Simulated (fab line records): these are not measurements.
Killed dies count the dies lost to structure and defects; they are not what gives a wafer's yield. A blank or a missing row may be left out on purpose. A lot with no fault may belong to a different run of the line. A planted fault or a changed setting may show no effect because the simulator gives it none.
A struck lot beside a sound one || flow rit-cmos || 44 out of 202 route steps
Sound: wafers L980.1, L980.2, L980.5. The struck wafers were L988.2, L988.5, L988.6. The cause is named last.
Each step with rows lists, per side, the tool, then ch with its chambers, then its first start. Under that, the readings that differ: sound wafers || struck wafers || difference of the means || sigmas: that difference in standard deviations of wafers without a fault.
alike: readings whose means differ by less than 2 such deviations, and words and numbers that are the same on both sides. not compared: withheld readings, readings that some wafer has no value for, bounds like >300 that may hide the same value, and numbers for which the record gives no deviation and whose values overlap.
The two part at a step that has a row with sigmas, a row that says differs or no value, or rows on one side only. When numbers do not overlap yet have no deviation, they are printed without sigmas and do not part them. A reading missing from all wafers of one side parts the sides only when that side holds two or more wafers.

first, 2 steps without rows for these wafers: RIT_ACTIVE_CLEAN_17 (cleans in SC2, time 600 s); RIT_FOX1_OXIDATION_00 (target thk 350.7 nm, ox time 1130 s).
RIT_FOX1_THK_MEAS_01:
  struck on film-metro-01, day 4 21:23; sound on film-metro-04, day 3 04:23
  alike: FOX1_OXIDE_THK
then, 2 steps without rows for these wafers: RIT_FOX1_WET_ETCH_02 (etches SiO2 in BOE, target depth 350 nm, time 390 s); RIT_FOX2_OXIDATION_00 (target thk 350.7 nm, ox time 1130 s).
RIT_FOX2_THK_MEAS_01:
  struck on film-metro-03, day 4 23:46; sound on film-metro-04, day 3 05:53
{"reading": "FOX2_OXIDE_THK (nm)", "sound": "347 356 354", "struck": "340 339 333", "difference": -15, "sigmas": -2}
then, 2 steps without rows for these wafers: RIT_FOX2_CLEAN_02 (cleans in dHF, time 180 s); RIT_FOX2_WET_ETCH_03 (etches Si3N4 in H3PO4, target depth 195 nm, time 2700 s).
RIT_FOX2_THK_MEAS_90:
  struck on film-metro-04, day 5 00:38; sound on film-metro-04, day 3 06:45
{"reading": "FIELD_OXIDE_LEFT_1_THK (nm)", "sound": "320 328 327", "struck": "313 311 305", "difference": -15, "sigmas": -2}
then, 3 steps without rows for these wafers: RIT_NWELL_HMDS_00 (prime time 60 s); RIT_NWELL_COAT_01 (resist thk 1300 nm); RIT_NWELL_SOFTBAKE_02 (time 60 s).
RIT_NWELL_EXPOSE_03: exposes mask M2, target cd 43900 nm.
  sound on iline-stepper-02 ch 0, day 3 07:16; struck on iline-stepper-02 ch 0, day 5 01:17
{"reading": "model.NWELL.overlay-x-nm (nm)", "sound": "0.549 0.549 0.549", "struck": "-182 -182 -182", "difference": -183, "sigmas": ""}
  alike: mask, exposure-dose-mJ-cm2
then, 2 steps without rows for these wafers: RIT_NWELL_PEB_04; RIT_NWELL_DEVELOP_05 (develop time 68 s).
RIT_NWELL_OVL_MEAS_06:
  struck on overlay-02, day 5 01:42; sound on overlay-02, day 3 07:41
{"reading": "NWELL_OVL (nm)", "sound": "-1.6 -1.2 -0.3", "struck": "-182.6 -184.2 -183.1", "difference": -182.3, "sigmas": "-99 or more"}
then, 2 steps without rows for these wafers: RIT_NWELL_HARDBAKE_07 (time 120 s); RIT_NWELL_IMPLANT_08.
RIT_NWELL_STRIP_09: strips in O2, time 180 s.
  sound on plasma-asher-02 ch 0,1, day 3 08:08; struck on plasma-asher-02 ch 0,1, day 5 02:08
  alike: drypump-motor-current-A
  not compared: rf-hours-counter-h
RIT_NWELL_TW_MEAS_10:
  struck on film-metro-02, day 5 02:19; sound on film-metro-02, day 3 08:19
  alike: NWELL_TW
then, 6 steps without rows for these wafers: RIT_PWELL_HMDS_00 (prime time 60 s); RIT_PWELL_COAT_01 (resist thk 1300 nm); RIT_PWELL_SOFTBAKE_02 (time 60 s); RIT_PWELL_EXPOSE_03 (exposes mask M3, target cd 43700 nm); RIT_PWELL_PEB_04; RIT_PWELL_DEVELOP_05 (develop time 68 s).
RIT_PWELL_OVL_MEAS_06:
  struck on overlay-01, day 5 03:23; sound on overlay-02, day 3 09:32
  alike: PWELL_OVL
then, 2 steps without rows for these wafers: RIT_PWELL_HARDBAKE_07 (time 120 s); RIT_PWELL_IMPLANT_08.
RIT_PWELL_STRIP_09: strips in O2, time 180 s.
  sound on plasma-asher-01 ch 0,1, day 3 09:58; struck on plasma-asher-04 ch 0,1, day 5 03:49
{"reading": "drypump-motor-current-A (A)", "sound": "4.9 5.8 4.9", "struck": "6.3 6.3 6.3", "difference": "+1.1", "sigmas": "+2"}
  not compared: rf-hours-counter-h
RIT_PWELL_TW_MEAS_10:
  struck on film-metro-02, day 5 03:59; sound on film-metro-03, day 3 10:08
  alike: PWELL_TW
then, 1 step without rows for these wafers: RIT_WELLDRIVE_ANNEAL_00 (time 14700 s).
RIT_WELLDRIVE_RS_MEAS_01: measures by four-point-probe.
  struck on film-metro-02, day 5 09:09; sound on film-metro-02, day 3 15:32
  alike: NWELL_RS
RIT_WELLDRIVE_RS_MEAS_02: measures by four-point-probe.
  struck on film-metro-02, day 5 09:16; sound on film-metro-02, day 3 15:40
  alike: PWELL_RS
then, 6 steps without rows for these wafers: RIT_NRETRO_HMDS_00 (prime time 60 s); RIT_NRETRO_COAT_01 (resist thk 1300 nm); RIT_NRETRO_SOFTBAKE_02 (time 60 s); RIT_NRETRO_EXPOSE_03 (exposes mask M4, target cd 43900 nm); RIT_NRETRO_PEB_04; RIT_NRETRO_DEVELOP_05 (develop time 68 s).
RIT_NRETRO_OVL_MEAS_06:
  struck on overlay-02, day 5 10:23; sound on overlay-02, day 3 16:42
  alike: NRETRO_OVL
then, 1 step without rows for these wafers: RIT_NRETRO_HARDBAKE_07 (time 120 s).
RIT_GATE_ETCH_19: etches poly-Si in SF6/CHF3/O2, stops on SiO2, time 165 s, target depth 312.5 nm.
  sound on rie-si-02 ch 0,1,2, day 4 00:41; struck on rie-si-02 ch 2,3, day 5 19:46
{"reading": "model.GATE.cd-nm (nm)", "sound": "150 150.9 150.3", "struck": "154.8 155.7 151.8", "difference": "+3.7", "sigmas": ""}
  alike: O2_flow_sccm, SF6_flow_sccm, drypump-motor-current-A, oes-product-au, throttle-valve-pct
  not compared: rf-hours-counter-h
RIT_M1_PROBE_99:
  struck on prober-02, day 6 17:00; sound on prober-02, day 4 20:44
{"reading": "model.etest.well-edge-right.line-ohm-um", "sound": "182.2 180.4 182.9", "struck": "192.8 195.8 191.7", "difference": "+11.6", "sigmas": ""}
{"reading": "model.etest.npoly-line.line-ohm-um", "sound": "169 165.7 165.9", "struck": "161.2 159.8 163.6", "difference": -5.3, "sigmas": ""}
{"reading": "model.etest.ppoly-line.line-ohm-um", "sound": "162.2 159.6 159.9", "struck": "157.2 152.5 158.6", "difference": -4.5, "sigmas": ""}
  alike: killed_at_M0_to_M3, killed-at-contacts, killed-at-front-end, killed-dies, killed-open, killed-short
  not compared: model.etest.pmos_0p15.r-on-ohm-um, model.etest.pmos-turned.r-on-ohm-um, model.etest.nmos_0p15.r-on-ohm-um, model.etest.nmos_0p15.drive-ua-um, model.etest.pmos_0p15.drive-ua-um

## WHERE THEY PART
Earliest at RIT_FOX2_THK_MEAS_01; latest, in this record, at RIT_PWELL_STRIP_09. Later steps at which nothing parts them and some readings are alike: RIT_PWELL_TW_MEAS_10, RIT_WELLDRIVE_RS_MEAS_01, RIT_WELLDRIVE_RS_MEAS_02, RIT_NRETRO_OVL_MEAS_06, RIT_GATE_ETCH_19, RIT_M1_PROBE_99.

WHY: the cause the simulator had injected
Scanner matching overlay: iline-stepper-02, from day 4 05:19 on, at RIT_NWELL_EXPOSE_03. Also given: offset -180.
